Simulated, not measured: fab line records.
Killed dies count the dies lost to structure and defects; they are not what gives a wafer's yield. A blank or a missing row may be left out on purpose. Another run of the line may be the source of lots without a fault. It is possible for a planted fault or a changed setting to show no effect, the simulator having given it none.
Split-lot study    flow berkeley_cmos170    route with 331 steps; 5 lots, 23 wafers read

## ON THE SPLIT
At UCB170_M1_METAL_ETCH_12 (etches Al in Cl2/BCl3, stops on PSG, target depth 780 nm, time 130 s), the setting time_s was moved away from the recipe's 130 s on 8 of the 23 wafers read, by -13.5% to +7.8%. This setting was run at the recipe's value on the other wafers.

The reading is taken at the split's own step.

## THE READING
oes_product_au, in a.u., at UCB170_M1_METAL_ETCH_12 (etches Al in Cl2/BCl3, stops on PSG, target depth 780 nm, time 130 s). Typical for fault-free wafers on this fab line: 0.859 a.u., with standard deviation 0.011 a.u.

wafer   tool, chamber at the split  time_s as run, s  against the recipe  oes_product_au, a.u.  against lot-mates on the recipe
L074.1  rie_metal-04, 1             112.5             -13.5%              0.943                 +0.076
L074.2  rie_metal-04, 0             130               recipe              0.867                 -
L074.3  rie_metal-04, 0             112.5             -13.5%              0.944                 +0.077
L074.4  rie_metal-04, 1             130               recipe              0.866                 -
L074.6  rie_metal-04, 1             112.5             -13.5%              0.938                 +0.071
L077.1  rie_metal-01, 1             120.9             -7.0%               0.903                 +0.042
L077.2  rie_metal-01, 0             130               recipe              0.848                 -
L077.3  rie_metal-01, 1             130               recipe              0.874                 -
L077.4  rie_metal-01, 0             120.9             -7.0%               0.879                 +0.018
L077.6  rie_metal-01, 1             120.9             -7.0%               0.910                 +0.049
L080.2  rie_metal-04, 0             130               recipe              0.860                 -
L080.3  rie_metal-04, 1             130               recipe              0.854                 -
L080.6  rie_metal-04, 1             130               recipe              0.858                 -
L084.1  rie_metal-01, 1             130               recipe              0.866                 -
L084.2  rie_metal-01, 0             140.2             +7.8%               0.837                 -0.033
L084.3  rie_metal-01, 1             130               recipe              0.870                 -
L084.4  rie_metal-01, 0             140.2             +7.8%               0.845                 -0.025
L084.6  rie_metal-01, 1             130               recipe              0.875                 -
L085.1  rie_metal-03, 1             130               recipe              0.862                 -
L085.2  rie_metal-03, 0             130               recipe              0.846                 -
L085.3  rie_metal-03, 0             130               recipe              0.852                 -
L085.4  rie_metal-03, 1             130               recipe              0.873                 -
L085.5  rie_metal-03, 0             130               recipe              0.851                 -

FIT RESULTS
A straight line over all 23 wafers: oes_product_au changes by -0.00512 a.u. for each +1% of time_s; r = -0.93; the points scatter about the line by 0.012 a.u.
The same after taking each lot's own level away (the mean of its wafers on the recipe; 23 wafers): -0.00513 a.u. for each +1%; r = -0.96; scatter 0.009 a.u.
The reading moves by 0.069 a.u. for the largest change in time_s, on that fit.
The lots' own levels span 0.8568 to 0.8703 a.u., that is 1.2 times the standard deviation above.
The two slopes agree, so the slope changes little with the lot-to-lot level.
Check: +0.0693 a.u. against its lot-mates is what the line predicts for one of the wafers moved furthest among these (-13.5%) when that wafer is left out of the fit. Against them it came out at +0.0765 a.u.
Tool readings at the split's step, against how far the setting was moved: oes_product_au r = -0.93.

## THE OTHER SPLITS THESE WAFERS WENT THROUGH
Note: prior to the reading, these wafers also went through further splits. Each is held against what the fit with the lots' levels taken away leaves over:
other split on the same wafers        wafers away from the commonest value  r with oes_product_au (lot level and that fit taken away)
UCB170_NLDD_IMPLANT_09 energy_kev     8                                     +0.04
UCB170_PSD_EXPOSE_03 dose_mj          9                                     -0.10
UCB170_NSD_IMPLANT_08 dose_cm2        11                                    -0.06
UCB170_SDANNEAL_RTA_00 time_s         5                                     -0.35
UCB170_CONTACT_COAT_10 resist_thk_nm  4                                     +0.29
UCB170_CONTACT_EXPOSE_12 dose_mj      10                                    +0.09
UCB170_M1_COAT_04 spin_rpm            6                                     +0.01

## THE WHOLE CHAIN: every reading that the file lists as answering this split, in the file's order
step                     what it does                                                          reading                                                                    change (the file's fit)                    r (the file's)
UCB170_M1_METAL_ETCH_12  etches Al in Cl2/BCl3, stops on PSG, target depth 780 nm, time 130 s  oes_product_au                                                             -0.00514 a.u. for each +1% of the setting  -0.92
UCB170_M1_METAL_ETCH_12  etches Al in Cl2/BCl3, stops on PSG, target depth 780 nm, time 130 s  KrF_of_M1_COAT_04.thk_nm (the simulator's own value, which no gauge read)  -4.5 nm for each +1% of the setting        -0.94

## FILE'S OWN FIT
oes_product_au changes by -0.00514 a.u. for each +1% of time_s, r = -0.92.
